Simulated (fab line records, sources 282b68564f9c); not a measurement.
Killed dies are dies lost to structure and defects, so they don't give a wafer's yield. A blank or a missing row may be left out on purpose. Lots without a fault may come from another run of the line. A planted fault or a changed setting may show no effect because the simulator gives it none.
One fault seen from 2 desks | flow rit_cmos | each desk has only its own numbers; what lay behind them comes last

THE METROLOGY DESK
What the gauges read, lot by lot, whatever tool the lot ran on: means of the sampled wafers that have a number. A lot is out of limits, marked OUT, if its mean lies more than 4 standard deviations from the usual mean; the brackets give that distance.
Columns: A = CONTACT_TEOS_THK at RIT_CONTACT_THK_MEAS_01, usual 393 nm
lot  | first seen here | A
L558 | day 3 09:08     | 390
L559 | day 3 15:44     | 395
L560 | day 3 19:16     | 390
L561 | day 4 01:54     | 390
L562 | day 4 07:59     | 392
L563 | day 4 09:16     | 394
L570 | day 5 16:46     | 450 (+11) OUT
L573 | day 6 15:38     | 461 (+13) OUT
L574 | day 6 18:11     | 390
L575 | day 6 21:21     | 398
L577 | day 7 20:50     | 389
L578 | day 8 02:44     | 396
L580 | day 8 04:37     | 395
L581 | day 8 13:06     | 398
This desk's finding: out of limits on L570, L573; first on L570, day 5 16:46 (CONTACT_TEOS_THK at RIT_CONTACT_THK_MEAS_01). In limits: L558, L559, L560, L561, L562, L563, L574, L575, L577, L578, L580, L581.

THE TOOL OWNER'S DESK: pecvd-03
The tool's own readings at RIT_CONTACT_CVD_00 (deposits SiO2 from TEOS, target thk 400 nm, time 61 s): means of the sampled wafers that have a number, for each lot that ran on this tool. A lot is out of limits, marked OUT, if its mean lies more than 4 standard deviations from the usual mean; the brackets give that distance.
Columns: A = heater_power_w at RIT_CONTACT_CVD_00, usual 305 W
lot  | first seen here | A
L558 | day 3 09:04     | 322
L561 | day 4 01:50     | 305
L570 | day 5 16:43     | 294
L573 | day 6 15:34     | 287
This desk's finding: nothing out of limits on any of the 4 lots.

PUT TOGETHER
The metrology desk could have raised an alarm at day 5 16:46, on L570, L573.
The tool owner's desk saw nothing out of limits.
The tool owner's desk has L570, L573 on record, within its limits.
Of the lots named, all ran RIT_CONTACT_CVD_00 on pecvd-03.

WHAT THE SIMULATOR HAD PUT IN
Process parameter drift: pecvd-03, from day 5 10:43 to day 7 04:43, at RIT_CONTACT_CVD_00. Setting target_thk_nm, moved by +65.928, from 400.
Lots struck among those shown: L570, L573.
Hours from the fault's start to each desk's first reading out of limits: the metrology desk, 6.
